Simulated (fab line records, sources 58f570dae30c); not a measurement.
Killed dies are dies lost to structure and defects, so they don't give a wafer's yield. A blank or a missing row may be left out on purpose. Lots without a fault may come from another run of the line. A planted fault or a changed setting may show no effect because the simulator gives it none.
Which tool did it? | flow berkeley_cmos170 | 7 lots, 21 wafers sampled, at 3 steps of a route of 331

WHAT THE GAUGES READ, wafer by wafer
UCB170_M3_CD_MEAS_90: target cd 700 nm.
lot  | measured     | on        | cd_nm (nm)
L338 | day 7 20:50  | cd_sem-01 | 699 698 700
L343 | day 8 19:49  | cd_sem-02 | 701 702 701
L344 | day 9 06:47  | cd_sem-01 | 700 696 699
L351 | day 10 12:41 | cd_sem-01 | 696 685 699
L352 | day 10 19:20 | cd_sem-01 | 695 700 694
L357 | day 12 06:58 | cd_sem-02 | 697 701 698
L361 | day 12 11:41 | cd_sem-02 | 703 704 701

WHICH TOOL RAN EACH LOT (tool, then ch and the chambers of the sampled wafers, then the start)
lot  | UCB170_M3_METAL_ETCH_18           | UCB170_M3_STRIP_19
L338 | rie_metal-03 ch 0,1, day 7 20:33  | plasma_asher-02 ch 0,1, day 7 20:44
L343 | rie_metal-01 ch 0, day 8 19:30    | plasma_asher-04 ch 0,1, day 8 19:41
L344 | rie_metal-04 ch 0,1, day 9 06:29  | plasma_asher-02 ch 0,1, day 9 06:40
L351 | rie_metal-04 ch 0,1, day 10 12:23 | plasma_asher-04 ch 0,1, day 10 12:34
L352 | rie_metal-03 ch 0,1, day 10 19:03 | plasma_asher-03 ch 0,1, day 10 19:14
L357 | rie_metal-03 ch 0,1, day 12 06:41 | plasma_asher-04 ch 0,1, day 12 06:52
L361 | rie_metal-01 ch 0,1, day 12 11:23 | plasma_asher-04 ch 0,1, day 12 11:34
- UCB170_M3_METAL_ETCH_18: etches Al in Cl2/BCl3, stops on SiO2, target depth 1170 nm, time 195 s.
- UCB170_M3_STRIP_19: strips in O2.

THE ANSWER, worked out from the rows above alone
Rule: what is usual is taken from the lots themselves. Put in order of their means at a reading, lots are off if they are a third of the lots or fewer, leave a main group of 4 or more, and stand apart from it by a gap of 3 or more times the standard deviation of the main group's means; of several such gaps the widest counts. A main group whose means are all the same, to the digits that the tables above print for the reading, isn't used. A lot without any number at a reading at which 4 lots or more have one is off too. The other lots that the step has rows for count as sound.
No lot is off at any reading shown: from this, nothing can be told.

WHAT THE SIMULATOR HAD PUT IN
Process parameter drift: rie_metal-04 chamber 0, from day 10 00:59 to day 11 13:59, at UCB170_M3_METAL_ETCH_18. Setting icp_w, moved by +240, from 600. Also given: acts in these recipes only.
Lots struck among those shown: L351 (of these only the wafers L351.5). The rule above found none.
